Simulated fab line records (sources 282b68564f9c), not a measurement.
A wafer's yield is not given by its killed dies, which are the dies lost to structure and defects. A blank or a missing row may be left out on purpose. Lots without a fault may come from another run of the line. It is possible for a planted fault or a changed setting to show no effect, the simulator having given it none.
fab line records -- flow rit_cmos
record: lots: 4, wafers: 12, last_day: 8
route steps=202 shown SDANNEAL@156 SILICIDE@161 CONTACT@168 M1@184
lots untouched by any fault: they come from a run of this same line in which no faults occurred
start_h: hours from the record's first day to the start of the lot's first wafer shown -- wait_h: how many hours have passed since the lot's step before this one -- " the same as in the row above -- L1.1+2: a single row standing in for several wafers -- - value missing, or start not given -- * or withheld: withheld -- < > ~ a bound
route shown NAME@n: a module of which the file shows steps, and the number in the route of the first -- usual: average and standard deviation across the fault-free wafers -- same: alike in all rows -- chamber/n: place in a boat -- sites: the reading at each site -- _std_site: the standard deviation of these -- _edge_site: inner sites' mean taken away from outer sites' mean -- radius_mm: for every site, how far away it sits from the centre of the wafer -- mask NAME#n: copy n -- behind: the most recent tool/chamber to have shaped the wafer -- hold: why the lot was held/for how many hours/how that ended -- device: which transistor (n, p or np) failed to switch -- end of line: tests of these same wafers at the route's end -- a step without rows: its recipe alone -- killed: not the wafer's yield, but the dies lost to structure and defects at the first sort -- map: the dies of a wafer, with x for killed, . for not killed, _ for no die there
set.NAME: the setting the step ran with; set.NAME@STEP: the setting that earlier step ran with -- model.NAME: the simulator's own value behind a step, which no gauge read
lots at selected steps of the route; one table per step, one row per wafer
services: when a tool's chamber went out of use (start_h, in hours from the record's first day, below 0 if earlier), for how many hours, and the reason
== steps ==
step: RIT_SDANNEAL_RTA_03
recipe: temp_c: 1050, time_s: 5, idle_temp_c: 600, ramp_up_c_per_s: 342, ramp_down_c_per_s: 171, cool_to_c: 600, ambient: N2
step: RIT_SILICIDE_WET_ETCH_00
recipe: chemistry: BOE, target: SiO2, target_depth_nm: 14, time_s: 15, dry: n2_spin, dilution: 10:1, temp_c: 21.5
step: RIT_SILICIDE_SPUTTER_01
recipe: material: Ti, target_thk_nm: 30, power_w: 350, chamber_pressure_pa: 0.667, gas: Ar, time_s: 240, substrate_temp_c: 25
step: RIT_SILICIDE_RTA_04
recipe: temp_c: 650, time_s: 10, idle_temp_c: 25, ramp_up_s: 5, ramp_down_s: 5, cool_to_c: 25, ambient: N2
step: RIT_SILICIDE_WET_ETCH_05
recipe: chemistry: SPM, target: Ti, temp_c: 90, time_s: 120, dry: n2_spin
step: RIT_SILICIDE_RTA_06
recipe: temp_c: 750, time_s: 10, idle_temp_c: 25, ramp_up_s: 5, ramp_down_s: 10, cool_to_c: 25, ambient: N2
step: RIT_CONTACT_CVD_00
recipe: material: SiO2, target_thk_nm: 400, precursor: TEOS, temp_c: 390, time_s: 61, rf_w: 400
usual: heater_power_w: 311/49, rf_fwd_power_W: 396.1/1.8
lot.wafer,tool,chamber,start_h,wait_h,heater_power_w,rf_fwd_power_W,model.SiO2_of_CONTACT_CVD_00.thk_nm
L865.1,pecvd-03,0,74.61,0.1,285,396.0,401.9
L865.3,pecvd-03,1,74.61,0.1,311,396.4,404.6
L865.5,pecvd-03,0,74.61,0.1,322,395.7,407.5
L880.1,pecvd-03,0,159.97,0.1,407,236.0,336.9
L880.4,pecvd-03,0,159.97,0.1,416,237.4,342.1
L880.5,pecvd-03,2,159.97,0.1,378,397.0,402
L882.2,pecvd-03,2,174.22,0.0,359,396.7,401.8
L882.3,pecvd-03,0,174.22,0.0,368,237.1,341.3
L882.5,pecvd-03,1,174.22,0.0,372,397.3,408.6
L884.1,pecvd-02,1,182.50,0.1,222,398.3,399.1
L884.4,pecvd-02,1,182.50,0.1,232,399.3,401.2
L884.5,pecvd-02,0,182.50,0.1,339,394.5,399.2
step: RIT_CONTACT_THK_MEAS_01
recipe: reads: SiO2_of_CONTACT_CVD_00
usual: CONTACT_TEOS_THK: 401/5.9
lot.wafer,tool,chamber,start_h,wait_h,CONTACT_TEOS_THK[nm]
L865.1,film_metro-03,-,74.66,0.0,402
L865.3,film_metro-03,-,74.66,0.0,405
L865.5,film_metro-03,-,74.66,0.0,408
L880.1,film_metro-01,-,160.02,0.0,337
L880.4,film_metro-01,-,160.02,0.0,342
L880.5,film_metro-01,-,160.02,0.0,402
L882.2,film_metro-01,-,174.28,0.0,402
L882.3,film_metro-01,-,174.28,0.0,341
L882.5,film_metro-01,-,174.28,0.0,408
L884.1,film_metro-03,-,182.55,0.0,399
L884.4,film_metro-03,-,182.55,0.0,401
L884.5,film_metro-03,-,182.55,0.0,399
step: RIT_CONTACT_HMDS_02
recipe: prime_time_s: 60, prime_temp_c: 140
step: RIT_CONTACT_COAT_03
recipe: resist: NOVOLAK, spin_rpm: 3250, resist_thk_nm: 1000
step: RIT_CONTACT_SOFTBAKE_04
recipe: resist: NOVOLAK, temp_c: 90, time_s: 60
step: RIT_CONTACT_EXPOSE_05
recipe: mask_id: M11, na: 0.6, source_shape: conventional, sigma_outer: 0.5, target_cd_nm: 1000, dose_mj: 250
step: RIT_CONTACT_PEB_06
recipe: resist: NOVOLAK, temp_c: withheld, time_s: withheld
step: RIT_CONTACT_DEVELOP_07
recipe: resist: NOVOLAK, develop_time_s: 120, dev_temp_c: 23
step: RIT_CONTACT_HARDBAKE_10
recipe: resist: NOVOLAK, temp_c: 140, time_s: 60
step: RIT_CONTACT_ETCH_11
recipe: target_depth_a: 4800, over_etch_frac: 0.2, stop_on: TiSi2, chemistry: CHF3/CF4/Ar, target: SiO2, CHF3_flow_sccm: 50, cf4_flow_sccm: 10, Ar_flow_sccm: 100, O2_flow_sccm: 5, pressure_mtorr: 100, rf_w: 200, time_s: 320
usual: drypump_motor_current_A: 5.4/0.43, oes_product_au: 0.984/0.018, throttle_valve_pct: 8.88/0.14
lot.wafer,tool,chamber,start_h,wait_h,drypump_motor_current_A,oes_product_au,rf_hours_counter_h,throttle_valve_pct,model.CONTACT.feature_depth_nm,model.etch.depth_nm
L865.1,rie_diel-03,3,76.18,0.1,5.8,1.017,100,8.86,401.9,401.9
L865.3,rie_diel-03,2,76.18,0.1,5.1,0.965,2,8.95,404.6,404.6
L865.5,rie_diel-03,0,76.18,0.1,5.3,0.965,-,8.65,407.5,407.5
L880.1,rie_diel-03,3,161.48,0.1,5.9,0.996,102,8.87,336.9,336.9
L880.4,rie_diel-03,0,161.48,0.1,5.3,0.963,140,8.64,342.1,342.1
L880.5,rie_diel-03,2,161.48,0.1,5.1,0.964,-,8.95,402,402
L882.2,rie_diel-02,3,175.66,0.1,4.8,0.968,144,9.10,401.8,401.8
L882.3,rie_diel-02,1,175.66,0.1,5.4,0.989,45,8.88,341.3,341.3
L882.5,rie_diel-02,0,175.66,0.1,5.4,0.984,-,8.84,408.6,408.6
L884.1,rie_diel-02,1,183.88,0.1,5.4,0.990,45,8.87,399.1,399.1
L884.4,rie_diel-02,2,183.88,0.1,4.7,1.008,-,8.94,401.2,401.2
L884.5,rie_diel-02,1,183.88,0.1,5.4,0.989,-,8.86,399.2,399.2
step: RIT_CONTACT_STRIP_12
recipe: chemistry: O2, time_s: 180, resist: NOVOLAK, platen_temp_c: withheld, power_w: 500, pressure_mtorr: 4000, o2_flow_sccm: 4000
step: RIT_CONTACT_CLEAN_13
recipe: chemistry: SC1, mix: 3:3:50, time_s: 600, temp_c: 75
step: RIT_CONTACT_CLEAN_14
recipe: chemistry: SC2, mix: 3:3:50, time_s: 600, temp_c: 75, dry: n2_spin
step: RIT_M1_SPUTTER_00
recipe: material: Al, target_thk_nm: 400, power_w: 2000, chamber_pressure_pa: 0.4, gas: Ar, time_s: 500, substrate_temp_c: 25
step: RIT_M1_HMDS_03
recipe: prime_time_s: 60, prime_temp_c: 140
step: RIT_M1_COAT_04
recipe: resist: NOVOLAK, spin_rpm: 2000, resist_thk_nm: 1300
step: RIT_M1_SOFTBAKE_05
recipe: resist: NOVOLAK, temp_c: 90, time_s: 60
step: RIT_M1_EXPOSE_06
recipe: mask_id: M12, na: 0.6, source_shape: conventional, sigma_outer: 0.5, target_cd_nm: 2600, dose_mj: 250
step: RIT_M1_PEB_07
recipe: resist: NOVOLAK, temp_c: withheld, time_s: withheld
step: RIT_M1_DEVELOP_08
recipe: resist: NOVOLAK, develop_time_s: 68, dev_temp_c: 23
step: RIT_M1_HARDBAKE_11
recipe: resist: NOVOLAK, temp_c: 140, time_s: 120
step: RIT_M1_METAL_ETCH_12
recipe: stop_on: SiO2, chemistry: Cl2/BCl3, target: Al, time_s: 165, over_etch_frac: 0.5, pressure_mtorr: 100, target_depth_a: 6000, rf_w: 250, Cl2_flow_sccm: 60, bcl3_flow_sccm: 50
usual: drypump_motor_current_A: 5.71/0.26, oes_product_au: 0.781/0.011, throttle_valve_pct: 8.26/0.13
lot.wafer,tool,chamber,start_h,wait_h,drypump_motor_current_A,oes_product_au,rf_hours_counter_h,throttle_valve_pct,model.SiO2_of_CONTACT_CVD_00.thk_nm
L865.1,rie_metal-02,0,78.78,0.2,5.39,0.772,2.7,8.39,366
L865.3,rie_metal-02,1,78.78,0.2,6.05,0.779,-,8.07,368.3
L865.5,rie_metal-02,1,78.78,0.2,6.04,0.779,-,8.08,371.1
L880.1,rie_metal-02,1,164.11,0.2,6.05,0.774,3.6,8.08,300.3
L880.4,rie_metal-02,1,164.11,0.2,6.04,0.776,-,8.08,305.3
L880.5,rie_metal-02,1,164.11,0.2,6.05,0.782,-,8.07,365.3
L882.2,rie_metal-02,1,178.46,0.2,6.04,0.792,3.8,8.08,365.4
L882.3,rie_metal-02,0,178.46,0.2,5.39,0.768,-,8.40,305.3
L882.5,rie_metal-02,0,178.46,0.2,5.41,0.763,-,8.38,372.4
L884.1,rie_metal-03,1,186.73,0.2,5.81,0.796,2.3,8.33,362.1
L884.4,rie_metal-03,1,186.73,0.2,5.84,0.782,-,8.33,364.1
L884.5,rie_metal-03,1,186.73,0.2,5.83,0.785,-,8.33,362.1
step: RIT_M1_STRIP_13
recipe: chemistry: nmp, resist: NOVOLAK, temp_c: 80, time_s: 600, dry: n2_spin
step: RIT_M1_PROBE_99
usual: killed_at_front_end: 6.6/2.7, killed_dies: 6.7/2.7, killed_open: 3.4/2, killed_short: 3.2/1.8
same: gross_dies: 264, killed_at_M0_to_M3: 0, killed_at_M4_up: 0, killed_at_back_side: 0, killed_at_contacts: 0, killed_at_other: 0
lot.wafer,tool,chamber,start_h,wait_h,killed_at_front_end,killed_dies,killed_open,killed_short,model.etest.field_p_metal.vt_v,model.etest.nmos_0p15.junction_log10_a_um,model.etest.nmos_narrow.off_log10_a_um,model.etest.nmos_0p3.off_log10_a_um,model.etest.antenna_contact.vt_shift_v
L865.1,prober-01,-,81.03,0.1,5,5,1,4,-30.68,-13.62,-13.19,-13.11,-0.01253
L865.3,prober-01,-,81.13,0.2,3,3,3,0,-30.69,-13.7,-13.35,-13.07,-0.01353
L865.5,prober-01,-,81.23,0.2,10,10,7,3,-30.97,-13.7,-13.33,-13.03,-0.008746
L880.1,prober-02,-,166.38,0.1,8,8,4,4,-26.88,-13.04,-12.96,-12.76,-0.02316
L880.4,prober-02,-,166.53,0.2,9,9,5,4,-27.47,-13.03,-12.95,-12.79,-0.01681
L880.5,prober-02,-,166.58,0.2,11,11,6,5,-30.26,-13.62,-13.25,-12.94,-0.01238
L882.2,prober-01,-,181.72,0.1,6,6,2,4,-28.91,-13.45,-13.27,-13.17,-0.01664
L882.3,prober-01,-,181.77,0.2,2,2,2,0,-25.98,-13.26,-13.14,-13.04,-0.02457
L882.5,prober-01,-,181.87,0.2,4,4,2,2,-29.17,-13.49,-13.3,-13.09,-0.005719
L884.1,prober-02,-,189.16,0.1,6,6,5,1,-28.44,-13.49,-13.12,-12.94,-0.009781
L884.4,prober-02,-,189.31,0.2,5,5,2,3,-28.4,-13.43,-13.32,-12.9,-0.008019
L884.5,prober-02,-,189.36,0.2,8,8,4,4,-28.56,-13.3,-13.15,-13.18,-0.01033
killed by level:class
L865.1 FOX2:geometric_particle:short=1 GATE:geometric_particle:short=1 REOX:geometric_particle:short=1 REOX:geometric_particle:open=1 SILICIDE:geometric_particle:short=1
L865.3 FOX2:geometric_particle:open=1 GATE:geometric_particle:open=1 REOX:geometric_particle:open=1
L865.5 FOX1:geometric_particle:short=2 REOX:geometric_particle:open=2 SPACER:geometric_particle:open=2 FOX1:geometric_particle:open=1 FOX2:geometric_particle:open=1 REOX:geometric_particle:short=1 SILICIDE:geometric_particle:open=1
L880.1 GATE:geometric_particle:short=3 GATE:geometric_particle:open=2 REOX:geometric_particle:open=1 REOX:geometric_particle:short=1 SILICIDE:geometric_particle:open=1
L880.4 GATE:geometric_particle:open=3 FOX1:geometric_particle:open=2 GATE:geometric_particle:short=2 FOX1:geometric_particle:short=1 REOX:geometric_particle:short=1
L880.5 GATE:geometric_particle:open=6 GATE:geometric_particle:short=2 SPACER:geometric_particle:short=2 REOX:geometric_particle:short=1
L882.2 SPACER:geometric_particle:short=2 FOX2:geometric_particle:short=1 GATE:geometric_particle:open=1 SPACER:geometric_particle:open=1 SILICIDE:geometric_particle:short=1
L882.3 GATE:geometric_particle:open=1 SILICIDE:geometric_particle:open=1
L882.5 FOX1:geometric_particle:open=1 GATE:geometric_particle:open=1 GATE:geometric_particle:short=1 SPACER:geometric_particle:short=1
L884.1 GATE:geometric_particle:open=2 SPACER:geometric_particle:open=2 FOX1:geometric_particle:open=1 FOX2:geometric_particle:short=1
L884.4 ACTIVE:geometric_particle:short=1 GATE:geometric_particle:open=1 GATE:geometric_particle:short=1 SPACER:geometric_particle:open=1 SILICIDE:geometric_particle:short=1
L884.5 FOX1:geometric_particle:short=1 FOX2:geometric_particle:short=1 GATE:geometric_particle:open=1 GATE:geometric_particle:short=1 REOX:geometric_particle:open=1 SPACER:geometric_particle:short=1 SPACER:geometric_particle:open=1 SILICIDE:geometric_particle:open=1
== services ==
tool,chamber,start_h,hours,kind
rie_diel-03,2,55.07,1.8,repair
rie_diel-02,3,55.30,32.9,repair
rie_diel-03,1,81.68,-,clean
rie_diel-03,1,81.68,24.8,scheduled_down
rie_diel-03,1,81.68,24.8,vent_cycle
rie_diel-02,0,89.08,2.4,repair
rie_metal-02,-,125.88,1.9,repair
pecvd-02,-,131.53,1.4,repair
rie_diel-02,3,180.02,-,clean
rie_diel-02,-,181.56,0.3,repair
== key ==
first_sign: step: RIT_CONTACT_CVD_00, reading: rf_fwd_power_W, direction: down, sigmas: 90, usual: 396.1, struck: 236.8
effect: step: RIT_CONTACT_THK_MEAS_01, reading: CONTACT_TEOS_THK, direction: down, sigmas: 10, usual: 401, struck: 340
model_effect: step: RIT_CONTACT_CVD_00, value: SiO2_of_CONTACT_CVD_00.thk_nm, without: 396.8, struck: 340.1
model_effect: step: RIT_CONTACT_ETCH_11, value: CONTACT.feature_depth_nm, without: 396.8, struck: 340.1
model_effect: step: RIT_M1_METAL_ETCH_12, value: SiO2_of_CONTACT_CVD_00.thk_nm, without: 360.3, struck: 303.6
model_effect: step: RIT_M1_PROBE_99, value: etest.field_p_metal.vt_v, without: -29.67, struck: -26.77
met_at RIT_CONTACT_CVD_00
struck_wafers L880.1,L880.4,L882.3
tester_left_out L880,L882
onset_between 74.61 159.97
fault: kind: process_parameter_drift, tool: pecvd-03, chamber: 0, onset_h: 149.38, steps: RIT_CONTACT_CVD_00, channel: rf_w, offset: -160, shape: step, end_h: 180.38, stated: 400
tester_left_out: of these lots the tester's yield and bins aren't shown, on N5 and GAA mostly nor the transistor test; their killed dies are dies lost to structure and defects alone, not to doping, threshold or leakage, so they don't give the yield
